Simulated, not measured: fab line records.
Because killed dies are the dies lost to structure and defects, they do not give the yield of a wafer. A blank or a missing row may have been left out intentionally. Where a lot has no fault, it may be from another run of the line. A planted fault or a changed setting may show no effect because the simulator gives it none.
Which tool was responsible? ; flow rit-cmos ; 15 lots with 45 wafers sampled at 2 steps, on a route of 202 steps

WHAT THE GAUGES READ, wafer by wafer
Not one reading of a measure or inspect step in the record can be checked against a usual standard deviation.

EACH LOT AND THE TOOL THAT RAN IT (in order: tool; ch and the chambers of the sampled wafers; start)
lot;RIT_FOX1_WET_ETCH_02;RIT_M1_PROBE_99
L858;wet-bench-03 ch 2, day 1 17:03;-
L859;wet-bench-04 ch 1, day 1 23:52;-
L860;wet-bench-04 ch 2, day 2 05:20;-
L861;wet-bench-02 ch 1, day 2 09:08;-
L863;wet-bench-04 ch 0, day 2 20:01;-
L865;wet-bench-03 ch 3, day 3 06:13;-
L866;wet-bench-03 ch 1, day 3 10:52;prober-01, day 5 05:48
L867;wet-bench-03 ch 3, day 3 15:48;-
L872;wet-bench-04 ch 0, day 4 16:00;-
L874;wet-bench-02 ch 1, day 5 01:43;prober-02, day 6 22:54
L875;wet-bench-02 ch 0, day 5 07:08;-
L876;wet-bench-02 ch 3, day 5 13:37;-
L877;wet-bench-02 ch 3, day 5 17:04;-
L878;wet-bench-03 ch 0, day 5 23:34;-
L881;wet-bench-02 ch 0, day 6 12:38;-
- RIT_FOX1_WET_ETCH_02: etches SiO2 in BOE, target depth 350 nm, time 382 s.
- RIT_M1_PROBE_99

WHAT THE TOOLS THEMSELVES READ (means of the sampled wafers that have a number; where no wafer has one, the mark that the record gives instead)
RIT_FOX1_WET_ETCH_02.
lot;tool;bath-heat-duty-pct (%);run-length-s (s);temp-c (C)
L858;wet-bench-03;1.9;416.1;21.54
L859;wet-bench-04;2.0;415.3;21.72
L860;wet-bench-04;1.8;415.0;21.54
L861;wet-bench-02;1.6;415.6;21.36
L863;wet-bench-04;1.4;416.1;21.42
L865;wet-bench-03;-;-;-
L866;wet-bench-03;-;-;-
L867;wet-bench-03;-;-;-
L872;wet-bench-04;1.2;416.8;21.58
L874;wet-bench-02;1.8;416.3;21.52
L875;wet-bench-02;1.9;413.8;21.47
L876;wet-bench-02;2.0;414.1;21.44
L877;wet-bench-02;1.8;413.5;21.57
L878;wet-bench-03;1.6;416.4;21.45
L881;wet-bench-02;1.7;415.1;21.38

RIT_M1_PROBE_99.
lot;tool;killed_at_M0_to_M3;killed-at-contacts;killed-at-front-end;killed-dies;killed-open;killed-short
L866;prober-01;0.0;0.3;9.7;10.0;5.3;4.7
L874;prober-02;0.0;0.3;4.3;4.7;3.7;1.0

THE ANSWER, worked out from the rows above alone
Rule: what is usual is taken from the lots themselves. Put in order of their means at a reading, lots are off if they are a third of the lots or fewer, leave a main group of 4 or more, and stand apart from it by a gap of 3 or more times the standard deviation of the main group's means; of several such gaps the widest counts. The tables above print the reading to a certain number of digits; a main group whose means all agree to those digits is not used. Also off: a lot with no number at a reading for which 4 or more lots have one. Any other lot the step has rows for is counted as sound. Order of review: gauges by route order, followed by the tools' own readings, for which a lot's mean as printed above is used. The first step at which some lot is off is used, and at that step the reading that is off furthest; a lot without a number counts as furthest.
Off: L865, L866, L867 (RIT_FOX1_WET_ETCH_02, bath-heat-duty-pct). Without a number there: L865, L866, L867. The main group has a mean of 1.7 % with a standard deviation of 0.23.
A tool fits if, at that step or a process step before it, it ran every lot that is off, and no sound lot after the first of them. None of those tried fits.

WHAT THE SIMULATOR HAD PUT IN
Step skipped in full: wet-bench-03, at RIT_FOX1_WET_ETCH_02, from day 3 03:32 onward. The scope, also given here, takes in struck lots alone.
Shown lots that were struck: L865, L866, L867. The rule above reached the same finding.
